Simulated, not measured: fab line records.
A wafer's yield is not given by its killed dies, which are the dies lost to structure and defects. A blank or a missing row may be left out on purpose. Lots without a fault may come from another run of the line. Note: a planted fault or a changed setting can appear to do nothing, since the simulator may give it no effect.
Comparing a struck lot with a sound one | flow rit-cmos | 15 out of 202 route steps
Sound: wafers L780.1, L780.3, L780.4. Wafers L791.1, L791.2, L791.5 were the ones struck. The cause is given at the end.
Per side, at each step with rows, come the tool, then ch with its chambers, and then its first start. Under that, the readings that differ: sound wafers | struck wafers | difference of the means | sigmas: that difference in standard deviations of wafers without a fault.
alike: same words and numbers on both sides, and readings whose means sit less than 2 such deviations apart. not compared: any withheld reading, any reading some wafer has no value for, any bound like >300 that may hide the same value, and any number with overlapping values for which the record gives no deviation.
A row with sigmas, a row that says differs or no value, or rows on one side alone: a step with any of these is where the two part. Numbers that don't overlap but have no deviation are shown without sigmas and don't part them. A reading missing from all wafers of one side parts the sides only when that side holds two or more wafers.

first, 1 step without rows for these wafers: RIT_SDANNEAL_CLEAN_02 (cleans in SC2, time 600 s).
RIT_SDANNEAL_RTA_03: time 5 s.
  sound on rtp-anneal-01 ch 0, day 4 04:59; struck on rtp-anneal-02 ch 0, day 6 16:49
  alike: wafer_temp_C_max
RIT_SDANNEAL_RS_MEAS_04: measurement is done with a four-point probe.
  sound on film-metro-01 at day 4 05:03; struck on film-metro-03 at day 6 16:52
  alike: PSD_RS
RIT_SDANNEAL_RS_MEAS_05: measurement is done with a four-point probe.
  sound on film-metro-01 at day 4 05:10; struck on film-metro-03 at day 6 16:59
  reading         | sound             | struck            | difference | sigmas
  NSD_RS (ohm/sq) | 85.16 84.80 84.79 | 84.31 84.26 84.31 | -0.62      | -2
RIT_SDANNEAL_RS_MEAS_06: measurement is done with a four-point probe.
  sound on film-metro-01 at day 4 05:17; struck on film-metro-03 at day 6 17:07
  alike: PLDD_RS
RIT_SDANNEAL_RS_MEAS_07: measurement is done with a four-point probe.
  sound on film-metro-01 at day 4 05:25; struck on film-metro-03 at day 6 17:14
  alike: NLDD_RS
then, 1 step without rows for these wafers: RIT_SILICIDE_WET_ETCH_00 (etches SiO2 in BOE, target depth 14 nm, time 15 s).
RIT_SILICIDE_SPUTTER_01: material Ti, target thk 30 nm, time 240 s.
  sound on pvd-sputter-02 at day 4 05:32; struck on pvd-sputter-04 at day 6 17:22
  alike: throttle-valve-pct
RIT_SILICIDE_RS_MEAS_02: measurement is done with a four-point probe.
  sound on film-metro-04 at day 4 05:41; struck on film-metro-04 at day 6 17:31
  alike: SILICIDE_TI_RS
RIT_SILICIDE_THK_MEAS_03: measures by xrf.
  sound on film-metro-04 at day 4 05:49; struck on film-metro-04 at day 6 17:38
  alike: SILICIDE_TI_THK
RIT_SILICIDE_RTA_04: time 10 s, ramp up 5 s, ramp down 5 s.
  sound on rtp-anneal-02 ch 0, day 4 05:52; struck on rtp-anneal-01 ch 0, day 6 17:42
  alike: wafer_temp_C_max
then, 1 step without rows for these wafers: RIT_SILICIDE_WET_ETCH_05 (etches Ti in SPM, time 120 s).
RIT_SILICIDE_RTA_06: time 10 s, ramp up 5 s, ramp down 10 s.
  sound on rtp-anneal-01 ch 0, day 4 05:59; struck on rtp-anneal-02 ch 0, day 6 17:49
  reading          | sound             | struck            | difference | sigmas
  wafer_temp_C_max | 752.9 752.8 752.7 | 758.5 759.4 759.0 | +6.2       | +9
RIT_CONTACT_CVD_00: deposits SiO2 from TEOS, target thk 400 nm, time 58.06 s.
  sound on pecvd-01 ch 0,1,2, day 4 06:03; struck on pecvd-02 ch 0,1,2, day 6 17:53
  alike: heater-power-w
RIT_M1_PROBE_99:
  sound on prober-02 at day 4 12:19; struck on prober-01 at day 7 00:36
  alike: killed-at-contacts, killed-at-front-end, killed-dies, killed-open, killed-short

WHERE THEY PART
At RIT_SDANNEAL_RS_MEAS_05 first; at RIT_SILICIDE_RTA_06 last (within this record only). Later steps at which nothing parts them and some readings are alike: RIT_CONTACT_CVD_00, RIT_M1_PROBE_99.

WHY: the cause the simulator had injected
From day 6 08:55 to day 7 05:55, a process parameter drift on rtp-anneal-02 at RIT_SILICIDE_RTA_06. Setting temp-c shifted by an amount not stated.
